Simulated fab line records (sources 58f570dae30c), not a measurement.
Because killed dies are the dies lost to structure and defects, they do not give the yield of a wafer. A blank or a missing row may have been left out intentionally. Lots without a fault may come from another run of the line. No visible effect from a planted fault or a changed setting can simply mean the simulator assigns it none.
fab line records	flow berkeleyCmos170
record: lots: 5	wafers: 15	lastDay: 10
route steps=331 shown GATE@131 PLDD@145 NLDD@158
lots with no fault: from the same line, run without faults
startH: hours from the record's first day to the start of the lot's first wafer shown	waitH: hours from the lot's prior step to this one	" the same as in the row above	L1.1+2: one row covering several wafers at once	- no value, or no start given	* or withheld: withheld	< > ~ a bound
route shown NAME@n: names a module that has steps shown in the file, with the first one's number in the route	usual: the fault-free wafers' mean and standard deviation	same: alike in all rows	chamber/n: place in a boat	sites: per-site readings	_std_site: the values' standard deviation	_edge_site: inner sites' mean taken away from outer sites' mean	radiusMm: how far each site lies from the wafer's centre	mask NAME#n: copy n	behind: the tool/chamber that last shaped the wafer	hold: why the lot was held/for how many hours/how that ended	device: transistor that didn't switch, given as n, p or np	end of line: the route-end tests of the same wafers	a step without rows: its recipe alone	killed: the dies lost at the first sort to structure and to defects; this is not the yield of the wafer	map: a wafer's dies, x killed, . not, _ none there
set.NAME: the setting that was run; set.NAME@STEP: the one run at that earlier step	model.NAME: the simulator's own value behind a step, which no gauge read
lots at selected steps of the route; one table per step, one row per wafer
services: a tool's chamber out of use, with start hour (startH, from the record's first day; less than 0 if before it), hours out, and reason
== steps ==
step: UCB170_GATE_THK_MEAS_05
recipe: reads: poly-Si_of_GATE_CVD_04
usual: GATE_POLY_THK: 215.1/2.1
lot.wafer	tool	chamber	startH	waitH	GATE_POLY_THK[nm]
L076.3	filmMetro-03	-	140.37	0.0	215.0
L076.4	"	-	"	"	213.2
L076.5	"	-	"	"	212.6
L078.1	filmMetro-03	-	150.33	0.0	216.4
L078.4	"	-	"	"	216.3
L078.5	"	-	"	"	214.9
L081.2	filmMetro-01	-	159.26	0.0	213.0
L081.3	"	-	"	"	212.6
L081.6	"	-	"	"	212.3
L090.2	filmMetro-04	-	198.68	0.0	213.6
L090.3	"	-	"	"	215.6
L090.4	"	-	"	"	212.5
L089.2	filmMetro-04	-	198.74	0.1	219.0
L089.5	"	-	"	"	220.2
L089.6	"	-	"	"	220.5
step: UCB170_GATE_COAT_06
recipe: resist: BARC	tempC: withheld	timeS: withheld	spinRpm: 3000	resistThkNm: withheld
lot.wafer	tool	chamber	startH	waitH
L076.3+4+5	lithoTrack-03	0	140.46	0.1
L078.1+4+5	lithoTrack-03	0	151.09	0.8
L081.2+3+6	lithoTrack-03	0	159.88	0.6
L090.2+3+4	lithoTrack-01	0	198.75	0.1
L089.2+5+6	lithoTrack-04	0	198.87	0.1
step: UCB170_GATE_COAT_07
recipe: resist: KrF	spinRpm: 1500	resistThkNm: 900
lot.wafer	tool	chamber	startH	waitH
L076.3+4+5	lithoTrack-03	0	-	-
L078.1+4+5	lithoTrack-03	0	-	-
L081.2+3+6	lithoTrack-03	0	-	-
L090.2+3+4	lithoTrack-01	0	-	-
L089.2+5+6	lithoTrack-04	0	-	-
step: UCB170_GATE_SOFTBAKE_08
recipe: resist: KrF	tempC: 130	timeS: 60
same: timeS: 60
lot.wafer	tool	chamber	startH	waitH
L076.3+4+5	lithoTrack-03	0	-	-
L078.1+4+5	lithoTrack-03	0	-	-
L081.2+3+6	lithoTrack-03	0	-	-
L090.2+3+4	lithoTrack-01	0	-	-
L089.2+5+6	lithoTrack-04	0	-	-
step: UCB170_GATE_EXPOSE_09
recipe: maskId: POLY	targetCdNm: 350	na: 0.5	sigmaOuter: 0.6	sourceShape: conventional	doseMj: 21
lot.wafer	tool	chamber	startH	waitH	mask
L076.3+4+5	krfScanner-01	0	141.03	-	POLY#0
L078.1+4+5	krfScanner-02	0	151.67	-	POLY#0
L081.2+3+6	krfScanner-02	0	160.32	-	POLY#0
L090.2+3+4	krfScanner-02	0	199.20	-	POLY#0
L089.2+5+6	krfScanner-02	0	199.73	-	POLY#0
step: UCB170_GATE_PEB_10
recipe: pebTempC: 130	pebTimeS: withheld	resist: KrF
lot.wafer	tool	chamber	startH	waitH
L076.3+4+5	lithoTrack-04	0	141.16	0.1
L078.1+4+5	lithoTrack-01	0	152.59	0.9
L081.2+3+6	lithoTrack-04	0	160.88	0.5
L090.2+3+4	lithoTrack-03	0	199.32	0.1
L089.2+5+6	lithoTrack-04	0	199.85	0.1
step: UCB170_GATE_DEVELOP_11
recipe: developer: TMAH	developTimeS: 45	resist: KrF	devTempC: 21
lot.wafer	tool	chamber	startH	waitH
L076.3+4+5	lithoTrack-04	0	-	-
L078.1+4+5	lithoTrack-01	0	-	-
L081.2+3+6	lithoTrack-04	0	-	-
L090.2+3+4	lithoTrack-03	0	-	-
L089.2+5+6	lithoTrack-04	0	-	-
step: UCB170_GATE_CD_MEAS_12
recipe: targetCdNm: 350
usual: cdNm: 350.4/1.1
lot.wafer	tool	chamber	startH	waitH	cdNm
L076.3	cdSem-02	-	141.42	-	351.5
L076.4	"	-	"	"	352.5
L076.5	"	-	"	"	351.8
L078.1	cdSem-02	-	152.86	-	349.4
L078.4	"	-	"	"	346.8
L078.5	"	-	"	"	348.3
L081.2	cdSem-01	-	161.15	-	349.8
L081.3	"	-	"	"	350.1
L081.6	"	-	"	"	350.6
L090.2	cdSem-02	-	199.59	-	349.5
L090.3	"	-	"	"	349.5
L090.4	"	-	"	"	351.2
L089.2	cdSem-01	-	200.12	-	349.3
L089.5	"	-	"	"	349.8
L089.6	"	-	"	"	350.4
step: UCB170_GATE_OVL_MEAS_13
usual: GATE_OVL: -1/6.3
lot.wafer	tool	chamber	startH	waitH	GATE_OVL[nm]
L076.3	overlay-01	-	141.51	0.1	4
L076.4	"	-	"	"	1
L076.5	"	-	"	"	10
L078.1	overlay-01	-	152.98	0.1	3
L078.4	"	-	"	"	-9
L078.5	"	-	"	"	5
L081.2	overlay-02	-	161.25	0.1	-8
L081.3	"	-	"	"	-3
L081.6	"	-	"	"	-3
L090.2	overlay-02	-	199.70	0.1	0
L090.3	"	-	"	"	-10
L090.4	"	-	"	"	0
L089.2	overlay-01	-	200.23	0.1	-6
L089.5	"	-	"	"	-4
L089.6	"	-	"	"	5
step: UCB170_GATE_ETCH_14
recipe: chemistry: N2/H2	targetDepthA: withheld	overetchA: withheld	target: BARC	timeS: withheld	sourceW: 500	biasW: 100	pressureMtorr: 30	n2FlowSccm: 100	h2FlowSccm: 200
usual: drypumpMotorCurrentA: 5.80/0.28	h2FlowSccm: 199.9/0.59	oesProductAu: 0.996/0.018	throttleValvePct: 13.34/0.17
lot.wafer	tool	chamber	startH	waitH	drypumpMotorCurrentA	h2FlowSccm	oesProductAu	throttleValvePct
L076.3	rieDiel-04	3	141.54	0.0	6.16	200.6	0.992	13.22
L076.4	"	1	"	"	5.82	199.2	1.009	13.57
L076.5	"	2	"	"	5.43	199.9	1.006	13.32
L078.1	rieDiel-02	0	153.02	0.0	6.23	200.0	0.974	13.24
L078.4	"	2	"	"	5.68	199.7	0.986	13.19
L078.5	"	1	"	"	5.79	200.2	1.001	12.99
L081.2	rieDiel-04	3	161.28	0.0	6.29	199.4	0.993	13.25
L081.3	"	0	"	"	5.79	199.5	0.985	13.38
L081.6	"	1	"	"	5.82	200.0	1.015	13.57
L090.2	rieDiel-02	2	199.73	0.0	5.67	199.9	0.970	13.19
L090.3	"	0	"	"	6.24	199.4	0.970	13.25
L090.4	"	3	"	"	5.79	200.3	0.997	13.43
L089.2	rieDiel-04	1	200.26	0.0	5.84	199.7	1.018	13.58
L089.5	"	0	"	"	5.81	199.5	0.989	13.39
L089.6	"	1	"	"	5.83	199.9	1.007	13.56
step: UCB170_GATE_ETCH_15
recipe: chemistry: HBr/Cl2	target: poly-Si	stopOn: SiO2	overEtchFrac: 0.3	icpW: 300	biasW: 150	timeS: 56.3	pressureMtorr: 15	HBr_flow_sccm: 150	Cl2_flow_sccm: 50	targetDepthA: 2782
usual: drypumpMotorCurrentA: 5.5/0.43	oesProductAu: 0.836/0.017	throttleValvePct: 26.32/0.19
same: timeS: 56.3
lot.wafer	tool	chamber	startH	waitH	drypumpMotorCurrentA	oesProductAu	rfHoursCounterH	throttleValvePct
L076.3	rieSi-01	0	141.58	-	5.2	0.836	2	26.38
L076.4	"	3	"	"	5.3	0.816	0	26.30
L076.5	"	0	"	"	5.2	0.822	-	26.37
L078.1	rieSi-02	0	153.06	-	5.2	0.855	46	26.54
L078.4	"	3	"	"	6.1	0.838	0	26.17
L078.5	"	2	"	"	5.7	0.812	-	26.04
L081.2	rieSi-01	2	161.32	-	6.1	0.846	0	26.64
L081.3	"	1	"	"	4.9	0.827	53	26.32
L081.6	"	0	"	"	5.3	0.823	-	26.37
L090.2	rieSi-02	2	199.77	-	5.7	0.804	0	26.04
L090.3	"	1	"	"	5.3	0.848	96	26.16
L090.4	"	3	"	"	6.1	0.836	1	26.16
L089.2	rieSi-02	1	200.30	-	5.3	0.854	96	26.18
L089.5	"	0	"	"	5.3	0.870	-	26.56
L089.6	"	1	"	"	5.3	0.851	-	26.17
step: UCB170_GATE_STRIP_16
recipe: chemistry: O2	powerW: 400	pressureMtorr: 3500	platenTempC: withheld	o2FlowSccm: 400	overashFraction: 0.5
usual: drypumpMotorCurrentA: 6.0/0.46	oesProductAu: 0.724/0.0046
lot.wafer	tool	chamber	startH	waitH	drypumpMotorCurrentA	oesProductAu	rfHoursCounterH
L076.3	plasmaAsher-04	1	141.66	0.1	6.6	0.725	-
L076.4	"	0	"	"	6.1	0.723	-
L076.5	"	1	"	"	6.6	0.726	-
L078.1	plasmaAsher-04	0	153.11	0.0	6.1	0.719	36
L078.4	"	0	"	"	6.1	0.722	-
L078.5	"	0	"	"	6.1	0.717	-
L081.2	plasmaAsher-04	0	161.37	0.0	6.1	0.727	37
L081.3	"	1	"	"	6.6	0.732	-
L081.6	"	1	"	"	6.7	0.732	-
L090.2	plasmaAsher-01	1	199.82	0.0	6.0	0.723	53
L090.3	"	1	"	"	5.9	0.727	-
L090.4	"	0	"	"	6.2	0.727	-
L089.2	plasmaAsher-01	1	200.35	0.0	5.9	0.721	53
L089.5	"	1	"	"	5.9	0.728	-
L089.6	"	0	"	"	6.2	0.723	-
step: UCB170_GATE_CD_MEAS_90
recipe: targetCdNm: 350
usual: cdNm: 350.4/1.3
lot.wafer	tool	chamber	startH	waitH	cdNm
L076.3	cdSem-01	-	141.77	0.1	349.9
L076.4	"	-	"	"	351.8
L076.5	"	-	"	"	351.9
L078.1	cdSem-01	-	153.21	0.1	350.6
L078.4	"	-	"	"	346.7
L078.5	"	-	"	"	348.8
L081.2	cdSem-02	-	161.54	0.1	350.0
L081.3	"	-	"	"	350.5
L081.6	"	-	"	"	350.4
L090.2	cdSem-02	-	199.94	0.1	350.3
L090.3	"	-	"	"	350.4
L090.4	"	-	"	"	351.8
L089.2	cdSem-01	-	200.47	0.1	349.7
L089.5	"	-	"	"	350.0
L089.6	"	-	"	"	350.4
step: UCB170_GATE_CLEAN_17
recipe: chemistry: SPM	tempC: 120	timeS: 600
same: timeS: 600
lot.wafer	tool	chamber	startH	waitH
L076.3+4+5	wetBench-03	3	141.85	0.1
L078.1+4+5	wetBench-03	0	153.33	0.1
L081.2+3+6	wetBench-03	1	161.74	0.2
L090.2+3+4	wetBench-02	2	200.04	0.1
L089.2+5+6	wetBench-02	2	200.61	0.1
step: UCB170_PLDD_HMDS_00
recipe: primeTimeS: 60	primeTempC: 100
lot.wafer	tool	chamber	startH	waitH
L076.3+4+5	lithoTrack-01	0	142.13	0.1
L078.1+4+5	lithoTrack-04	0	153.52	0.0
L081.2+3+6	lithoTrack-01	0	161.94	0.0
L090.2+3+4	lithoTrack-02	0	200.25	0.0
L089.2+5+6	lithoTrack-02	0	201.15	0.4
step: UCB170_PLDD_COAT_01
recipe: resist: KrF	spinRpm: 1500	resistThkNm: 900
lot.wafer	tool	chamber	startH	waitH
L076.3+4+5	lithoTrack-01	0	142.28	0.1
L078.1+4+5	lithoTrack-04	0	153.67	0.1
L081.2+3+6	lithoTrack-01	0	162.09	0.1
L090.2+3+4	lithoTrack-02	0	200.40	0.1
L089.2+5+6	lithoTrack-02	0	201.30	0.1
step: UCB170_PLDD_SOFTBAKE_02
recipe: resist: KrF	tempC: 130	timeS: 60
same: timeS: 60
lot.wafer	tool	chamber	startH	waitH
L076.3+4+5	lithoTrack-01	0	142.43	0.1
L078.1+4+5	lithoTrack-04	0	153.82	0.1
L081.2+3+6	lithoTrack-01	0	162.24	0.1
L090.2+3+4	lithoTrack-02	0	200.55	0.1
L089.2+5+6	lithoTrack-02	0	201.45	0.1
step: UCB170_PLDD_EXPOSE_03
recipe: maskId: PSELECT	na: 0.5	sigmaOuter: 0.6	sourceShape: conventional	targetCdNm: 1200	doseMj: 30
lot.wafer	tool	chamber	startH	waitH	mask
L076.3+4+5	krfScanner-02	0	142.57	0.1	PSELECT#0
L078.1+4+5	krfScanner-02	0	153.97	0.1	PSELECT#0
L081.2+3+6	krfScanner-02	0	162.39	0.1	PSELECT#0
L090.2+3+4	krfScanner-02	0	200.70	0.1	PSELECT#0
L089.2+5+6	krfScanner-01	0	201.60	0.1	PSELECT#0
step: UCB170_PLDD_PEB_04
recipe: pebTempC: 130	pebTimeS: withheld	resist: KrF
lot.wafer	tool	chamber	startH	waitH
L076.3+4+5	lithoTrack-01	0	142.70	0.1
L078.1+4+5	lithoTrack-04	0	154.09	0.1
L081.2+3+6	lithoTrack-02	0	162.51	0.1
L090.2+3+4	lithoTrack-04	0	200.97	0.3
L089.2+5+6	lithoTrack-04	0	201.80	0.2
step: UCB170_PLDD_DEVELOP_05
recipe: developer: TMAH	developTimeS: 45	resist: KrF	devTempC: 21
lot.wafer	tool	chamber	startH	waitH
L076.3+4+5	lithoTrack-01	0	-	-
L078.1+4+5	lithoTrack-04	0	-	-
L081.2+3+6	lithoTrack-02	0	-	-
L090.2+3+4	lithoTrack-04	0	-	-
L089.2+5+6	lithoTrack-04	0	-	-
step: UCB170_PLDD_CD_MEAS_06
recipe: targetCdNm: 1200
usual: cdNm: 1199.6/1.3
lot.wafer	tool	chamber	startH	waitH	cdNm
L076.3	cdSem-02	-	142.96	-	1197.5
L076.4	"	-	"	"	1199.2
L076.5	"	-	"	"	1199.4
L078.1	cdSem-01	-	154.36	-	1197.1
L078.4	"	-	"	"	1199.3
L078.5	"	-	"	"	1198.5
L081.2	cdSem-02	-	162.78	-	1201.9
L081.3	"	-	"	"	1201.9
L081.6	"	-	"	"	1200.4
L090.2	cdSem-01	-	201.24	-	1198.1
L090.3	"	-	"	"	1199.8
L090.4	"	-	"	"	1198.6
L089.2	cdSem-02	-	202.07	-	1199.4
L089.5	"	-	"	"	1199.4
L089.6	"	-	"	"	1199.4
step: UCB170_PLDD_OVL_MEAS_07
usual: PLDD_OVL: 1/5
lot.wafer	tool	chamber	startH	waitH	PLDD_OVL[nm]
L076.3	overlay-02	-	143.05	0.1	-8
L076.4	"	-	"	"	-1
L076.5	"	-	"	"	-13
L078.1	overlay-01	-	154.48	0.1	4
L078.4	"	-	"	"	3
L078.5	"	-	"	"	7
L081.2	overlay-01	-	162.89	0.1	-1
L081.3	"	-	"	"	6
L081.6	"	-	"	"	8
L090.2	overlay-01	-	201.35	0.1	11
L090.3	"	-	"	"	9
L090.4	"	-	"	"	5
L089.2	overlay-01	-	202.17	0.1	8
L089.5	"	-	"	"	3
L089.6	"	-	"	"	-2
step: UCB170_PLDD_IMPLANT_08
recipe: species: BF2	doseCm2: 5e+13	energyKev: 10	tiltDeg: 7	rotationDeg: 0
usual: beamOnS: 10.01/0.2
same: implantIonAmu: 49
lot.wafer	tool	chamber	startH	waitH	beamOnS
L076.3	implanter-02	0	143.13	0.1	9.93
L076.4	"	0	"	"	10.50
L076.5	"	0	"	"	10.04
L078.1	implanter-03	0	154.52	0.0	10.00
L078.4	"	0	"	"	9.90
L078.5	"	0	"	"	10.26
L081.2	implanter-02	0	162.94	0.0	9.79
L081.3	"	0	"	"	10.03
L081.6	"	0	"	"	10.12
L090.2	implanter-01	0	201.40	0.0	9.87
L090.3	"	0	"	"	10.22
L090.4	"	0	"	"	9.95
L089.2	implanter-03	0	202.23	0.0	9.95
L089.5	"	0	"	"	10.06
L089.6	"	0	"	"	10.18
step: UCB170_PLDD_IMPLANT_09
recipe: species: BF2	doseCm2: 5e+13	energyKev: 10	tiltDeg: 7	rotationDeg: 180
usual: beamOnS: 10.01/0.19
same: implantIonAmu: 49
lot.wafer	tool	chamber	startH	waitH	beamOnS
L076.3	implanter-02	0	143.28	0.1	10.06
L076.4	"	0	"	"	10.05
L076.5	"	0	"	"	10.45
L078.1	implanter-03	0	154.67	0.1	10.02
L078.4	"	0	"	"	10.00
L078.5	"	0	"	"	10.31
L081.2	implanter-02	0	163.09	0.1	10.24
L081.3	"	0	"	"	10.38
L081.6	"	0	"	"	10.09
L090.2	implanter-01	0	201.55	0.1	10.22
L090.3	"	0	"	"	9.98
L090.4	"	0	"	"	10.02
L089.2	implanter-03	0	202.38	0.1	9.73
L089.5	"	0	"	"	10.10
L089.6	"	0	"	"	10.05
step: UCB170_PLDD_STRIP_10
recipe: chemistry: O2	powerW: 400	pressureMtorr: 3500	platenTempC: withheld	o2FlowSccm: 400	overashFraction: 0.5
usual: drypumpMotorCurrentA: 6.1/0.36	oesProductAu: 0.734/0.0041	stripTimeToEndpointS: 21.62/0.065
lot.wafer	tool	chamber	startH	waitH	drypumpMotorCurrentA	oesProductAu	rfHoursCounterH	stripTimeToEndpointS
L076.3	plasmaAsher-02	1	143.41	0.1	5.5	0.735	-	21.76
L076.4	"	0	"	"	6.4	0.738	-	21.73
L076.5	"	1	"	"	5.5	0.729	-	21.80
L078.1	plasmaAsher-02	1	154.82	0.1	5.5	0.732	4	21.62
L078.4	"	0	"	"	6.4	0.729	-	21.61
L078.5	"	1	"	"	5.5	0.736	-	21.52
L081.2	plasmaAsher-02	1	163.22	0.1	5.5	0.735	5	21.55
L081.3	"	0	"	"	6.4	0.733	-	21.48
L081.6	"	0	"	"	6.3	0.732	-	21.55
L090.2	plasmaAsher-01	0	201.68	0.1	6.2	0.741	53	21.62
L090.3	"	1	"	"	5.9	0.734	-	21.62
L090.4	"	0	"	"	6.2	0.732	-	21.60
L089.2	plasmaAsher-04	1	202.50	0.1	6.7	0.734	43	21.67
L089.5	"	0	"	"	6.0	0.739	-	21.69
L089.6	"	1	"	"	6.6	0.735	-	21.70
step: UCB170_PLDD_TW_MEAS_11
usual: PLDD_TW: 1019/8.9
lot.wafer	tool	chamber	startH	waitH	PLDD_TW
L076.3	filmMetro-01	-	143.50	0.1	1008
L076.4	"	-	"	"	1006
L076.5	"	-	"	"	1005
L078.1	filmMetro-01	-	154.92	0.1	1004
L078.4	"	-	"	"	1012
L078.5	"	-	"	"	1005
L081.2	filmMetro-01	-	163.33	0.1	1009
L081.3	"	-	"	"	1002
L081.6	"	-	"	"	1003
L090.2	filmMetro-02	-	201.79	0.1	1034
L090.3	"	-	"	"	1026
L090.4	"	-	"	"	1030
L089.2	filmMetro-04	-	202.61	0.1	1012
L089.5	"	-	"	"	1019
L089.6	"	-	"	"	1020
step: UCB170_PLDD_CLEAN_12
recipe: chemistry: SPM	tempC: 120	timeS: 600
same: timeS: 600
lot.wafer	tool	chamber	startH	waitH
L076.3+4+5	wetBench-03	3	143.54	0.0
L078.1+4+5	wetBench-03	1	154.98	0.1
L081.2+3+6	wetBench-03	1	163.38	0.0
L090.2+3+4	wetBench-04	0	201.84	0.0
L089.2+5+6	wetBench-04	2	202.66	0.0
step: UCB170_NLDD_HMDS_00
recipe: primeTimeS: 60	primeTempC: 100
lot.wafer	tool	chamber	startH	waitH
L076.3+4+5	lithoTrack-04	0	143.87	0.2
L078.1+4+5	lithoTrack-04	0	155.17	0.0
L081.2+3+6	lithoTrack-04	0	163.86	0.3
L090.2+3+4	lithoTrack-04	0	202.07	0.1
L089.2+5+6	lithoTrack-03	0	202.86	0.0
step: UCB170_NLDD_COAT_01
recipe: resist: KrF	spinRpm: 1500	resistThkNm: 900
lot.wafer	tool	chamber	startH	waitH
L076.3+4+5	lithoTrack-04	0	144.02	0.1
L078.1+4+5	lithoTrack-04	0	155.32	0.1
L081.2+3+6	lithoTrack-04	0	164.01	0.1
L090.2+3+4	lithoTrack-04	0	202.22	0.1
L089.2+5+6	lithoTrack-03	0	203.01	0.1
step: UCB170_NLDD_SOFTBAKE_02
recipe: resist: KrF	tempC: 130	timeS: 60
same: timeS: 60
lot.wafer	tool	chamber	startH	waitH
L076.3+4+5	lithoTrack-04	0	144.17	0.1
L078.1+4+5	lithoTrack-04	0	155.47	0.1
L081.2+3+6	lithoTrack-04	0	164.16	0.1
L090.2+3+4	lithoTrack-04	0	202.37	0.1
L089.2+5+6	lithoTrack-03	0	203.16	0.1
step: UCB170_NLDD_EXPOSE_03
recipe: maskId: NSELECT	na: 0.5	sigmaOuter: 0.6	sourceShape: conventional	targetCdNm: 1200	doseMj: 30
lot.wafer	tool	chamber	startH	waitH	mask
L076.3+4+5	krfScanner-02	0	144.31	0.1	NSELECT#0
L078.1+4+5	krfScanner-01	0	155.74	0.2	NSELECT#0
L081.2+3+6	krfScanner-01	0	164.43	0.2	NSELECT#0
L090.2+3+4	krfScanner-02	0	202.64	0.2	NSELECT#0
L089.2+5+6	krfScanner-01	0	203.43	0.2	NSELECT#0
step: UCB170_NLDD_PEB_04
recipe: pebTempC: 130	pebTimeS: withheld	resist: KrF
lot.wafer	tool	chamber	startH	waitH
L076.3+4+5	lithoTrack-03	0	144.89	0.6
L078.1+4+5	lithoTrack-04	0	156.22	0.5
L081.2+3+6	lithoTrack-02	0	164.55	0.1
L090.2+3+4	lithoTrack-02	0	202.78	0.1
L089.2+5+6	lithoTrack-04	0	203.55	0.1
step: UCB170_NLDD_DEVELOP_05
recipe: developer: TMAH	developTimeS: 45	resist: KrF	devTempC: 21
lot.wafer	tool	chamber	startH	waitH
L076.3+4+5	lithoTrack-03	0	-	-
L078.1+4+5	lithoTrack-04	0	-	-
L081.2+3+6	lithoTrack-02	0	-	-
L090.2+3+4	lithoTrack-02	0	-	-
L089.2+5+6	lithoTrack-04	0	-	-
== services ==
tool	chamber	startH	hours	kind
plasmaAsher-02	0	117.75	-	clean
plasmaAsher-02	1	117.75	-	clean
implanter-01	-	118.43	1.2	repair
rieDiel-02	3	122.13	5.5	repair
plasmaAsher-02	-	126.81	1.4	repair
krfScanner-01	-	141.52	0.8	repair
rieSi-02	3	147.74	1.6	repair
implanter-01	-	148.24	7.2	pm
krfScanner-02	0	177.97	-	calibration
implanter-01	-	180.76	5.0	repair
rieDiel-04	-	181.17	0.4	repair
implanter-03	-	181.93	2.5	repair
krfScanner-02	-	183.70	0.8	pm
krfScanner-02	-	193.13	2.4	repair
== key ==
fault none
